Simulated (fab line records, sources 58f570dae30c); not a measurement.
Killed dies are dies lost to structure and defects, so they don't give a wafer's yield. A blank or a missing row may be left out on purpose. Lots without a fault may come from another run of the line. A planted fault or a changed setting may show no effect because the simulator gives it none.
One fault seen from 2 desks | flow berkeley_cmos170 | each desk has only its own numbers; what lay behind them comes last

THE METROLOGY DESK
What the gauges read, lot by lot, whatever tool the lot ran on: means of the sampled wafers that have a number. A lot is out of limits, marked OUT, if its mean lies more than 4 standard deviations from the usual mean; the brackets give that distance.
Columns: A = PLDD_TW at UCB170_PLDD_TW_MEAS_11, usual 1009; B = PLDD_RS at UCB170_SDANNEAL_RS_MEAS_04, usual 1031.5 ohm/sq; C = cd_nm at UCB170_V2_CD_MEAS_12, usual 700.0 nm
lot  | first seen here | A              | B                | C
L164 | day 7 10:53     | 1010           | 1030.6           | 700.6
L165 | day 8 03:40     | 1017           | 1031.9           | 700.7
L166 | day 8 03:56     | 996            | 1032.5           | 698.2
L169 | day 8 22:13     | 1010           | 1037.5           | 698.8
L170 | day 8 22:38     | 1011           | 1034.4           | 698.2
L171 | day 8 23:11     | 1014           | 1029.7           | 700.6
L173 | day 9 04:13     | 965 (-5.6) OUT | 1118.1 (+31) OUT | 699.9
L178 | day 10 06:28    | 976 (-4.2) OUT | -                | -
L179 | day 10 06:45    | 998            | 1032.1           | 701.6
L177 | day 10 06:52    | 976 (-4.2) OUT | 1119.9 (+32) OUT | 698.5
L183 | day 11 03:05    | 1016           | 1031.6           | 700.9
L185 | day 11 17:47    | 1019           | 1030.7           | 700.3
L184 | day 11 18:01    | 1013           | 1028.3           | 699.5
L187 | day 12 02:30    | 1012           | 1038.2           | 699.2
L186 | day 12 02:57    | 1020           | 1028.8           | 699.6
This desk's finding: out of limits on L173, L177, L178; first on L173, day 9 04:13 (PLDD_TW at UCB170_PLDD_TW_MEAS_11). In limits: L164, L165, L166, L169, L170, L171, L179, L183, L185, L184, L187, L186.

THE TOOL OWNER'S DESK: implanter-03
The tool's own readings at UCB170_PLDD_IMPLANT_08: means of the sampled wafers that have a number, for each lot that ran on this tool. A lot is out of limits, marked OUT, if its mean lies more than 4 standard deviations from the usual mean; the brackets give that distance.
Columns: A = beam_on_s at UCB170_PLDD_IMPLANT_08, usual 10.01 s; B = dose_ions_cm2 at UCB170_PLDD_IMPLANT_08, usual 5e+13; C = faraday_current_uA at UCB170_PLDD_IMPLANT_08, usual 158
lot  | first seen here | A               | B     | C
L170 | day 8 22:14     | 9.98            | 5e+13 | 159
L171 | day 8 22:49     | 9.83            | 5e+13 | 161
L173 | day 9 03:49     | 8.04 (-9.0) OUT | 5e+13 | 197 (+12) OUT
L178 | day 10 06:04    | 8.07 (-8.8) OUT | 5e+13 | 196 (+12) OUT
L177 | day 10 06:28    | 8.11 (-8.7) OUT | 5e+13 | 196 (+12) OUT
This desk's finding: out of limits on L173, L177, L178; first on L173, day 9 03:49 (beam_on_s at UCB170_PLDD_IMPLANT_08). In limits: L170, L171.

PUT TOGETHER
The tool owner's desk could have raised an alarm at day 9 03:49, on L173, L177, L178.
The metrology desk could have raised an alarm at day 9 04:13, on L173, L177, L178.
Of the lots named, all ran UCB170_PLDD_IMPLANT_08 on implanter-03.

WHAT THE SIMULATOR HAD PUT IN
Process parameter drift: implanter-03, from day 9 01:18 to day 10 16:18, at UCB170_PLDD_IMPLANT_08. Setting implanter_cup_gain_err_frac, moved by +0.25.
Lots struck among those shown: L173, L177, L178.
Hours from the fault's start to each desk's first reading out of limits: the tool owner's desk, 3; the metrology desk, 3.
